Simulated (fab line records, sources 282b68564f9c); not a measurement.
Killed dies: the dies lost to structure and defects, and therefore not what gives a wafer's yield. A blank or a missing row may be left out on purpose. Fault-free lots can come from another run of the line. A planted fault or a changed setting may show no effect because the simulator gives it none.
A lot that was struck, set against a sound lot    flow rit cmos    17 steps out of a route of 202
Sound: the wafers L985.3, L985.4, L985.5. Struck: wafer L992.1 (left out: L992.2, L992.6 of the same lot, which were not struck); the cause appears at the end.
At each step with rows: each side's tool, then ch and its chambers, then its first start. Under that, the readings that differ: sound wafers    struck wafers    difference of the means    sigmas: that difference in standard deviations of wafers without a fault.
alike: readings with means less than 2 such deviations apart, plus words and numbers identical on both sides. not compared: withheld readings, readings lacking a value on some wafer, bounds such as >300 that could conceal the same value, and numbers that have no deviation in the record and whose values overlap.
The two part at a step that has a row with sigmas, a row that says differs or no value, or rows on one side only. Non-overlapping numbers with no deviation appear without sigmas and do not part them. A reading missing from all wafers of one side parts the sides only when that side holds two or more wafers.

first, 1 step without rows for these wafers: RIT_PSD_IMPLANT_08.
RIT_PSD_STRIP_09: strips in O2, time 180 s.
  sound on plasma asher-01 ch 0,1, day 3 11:43; struck on plasma asher-04 ch 1, day 4 14:49
reading                      sound        struck  difference                    sigmas
drypump motor current A (A)  5.6 5.0 5.0  6.3     +1.1                          +2
rf hours counter h (h)       - - -        44      no value on the sound wafers  
RIT_PSD_TW_MEAS_10:
  sound on film metro-01 at day 3 11:50; struck on film metro-01 at day 4 14:59
  alike: PSD_TW
then, 3 steps without rows for these wafers: RIT_SDANNEAL_CLEAN_00 (cleans in SC1, time 600 s); RIT_SDANNEAL_CLEAN_01 (cleans in dHF, time 30 s); RIT_SDANNEAL_CLEAN_02 (cleans in SC2, time 600 s).
RIT_SDANNEAL_RTA_03: time 5 s.
  sound on rtp anneal-02 ch 0, day 3 12:16; struck on rtp anneal-01 ch 0, day 4 15:25
  alike: wafer_temp_C_max
RIT_SDANNEAL_RS_MEAS_04: a four-point-probe measurement.
  sound on film metro-03 at day 3 12:21; struck on film metro-01 at day 4 15:29
  alike: PSD_RS
RIT_SDANNEAL_RS_MEAS_05: a four-point-probe measurement.
  sound on film metro-03 at day 3 12:28; struck on film metro-01 at day 4 15:36
  alike: NSD_RS
RIT_SDANNEAL_RS_MEAS_06: a four-point-probe measurement.
  sound on film metro-03 at day 3 12:35; struck on film metro-01 at day 4 15:43
  alike: PLDD_RS
RIT_SDANNEAL_RS_MEAS_07: a four-point-probe measurement.
  sound on film metro-03 at day 3 12:43; struck on film metro-01 at day 4 15:50
reading           sound              struck  difference  sigmas
NLDD_RS (ohm/sq)  152.4 152.6 152.4  151.1   -1.4        -3
then, 1 step without rows for these wafers: RIT_SILICIDE_WET_ETCH_00 (etches SiO2 in BOE, target depth 14 nm, time 15 s).
RIT_SILICIDE_SPUTTER_01: material Ti, target thk 30 nm, time 240 s.
  sound on pvd sputter-01 at day 3 12:48; struck on pvd sputter-03 at day 4 15:58
reading                                      sound              struck  difference  sigmas
model.Ti_of_SILICIDE_SPUTTER_01.thk nm (nm)  30.77 29.87 30.52  26.83   -3.56       
  alike: substrate temp c, throttle valve pct
RIT_SILICIDE_RS_MEAS_02: a four-point-probe measurement.
  sound on film metro-02 at day 3 12:59; struck on film metro-04 at day 4 16:07
reading                  sound           struck  difference  sigmas
SILICIDE_TI_RS (ohm/sq)  46.4 48.2 47.0  55.0    +7.8        +11
RIT_SILICIDE_THK_MEAS_03: measures by xrf.
  sound on film metro-02 at day 3 13:05; struck on film metro-04 at day 4 16:14
reading               sound           struck  difference  sigmas
SILICIDE_TI_THK (nm)  30.7 29.9 30.6  26.9    -3.5        -9
RIT_SILICIDE_RTA_04: time 10 s, ramp up 5 s, ramp down 5 s.
  sound on rtp anneal-01 ch 0, day 3 13:09; struck on rtp anneal-02 ch 0, day 4 16:18
  alike: wafer_temp_C_max
after that, 1 step had no rows for these wafers: RIT_M1_PROBE_99.

== WHERE THEY PART ==
At RIT_PSD_STRIP_09 first; at RIT_SILICIDE_THK_MEAS_03 last (within this record only). Later steps at which nothing parts them and some readings are alike: RIT_SILICIDE_RTA_04.

WHY: the cause the simulator had injected
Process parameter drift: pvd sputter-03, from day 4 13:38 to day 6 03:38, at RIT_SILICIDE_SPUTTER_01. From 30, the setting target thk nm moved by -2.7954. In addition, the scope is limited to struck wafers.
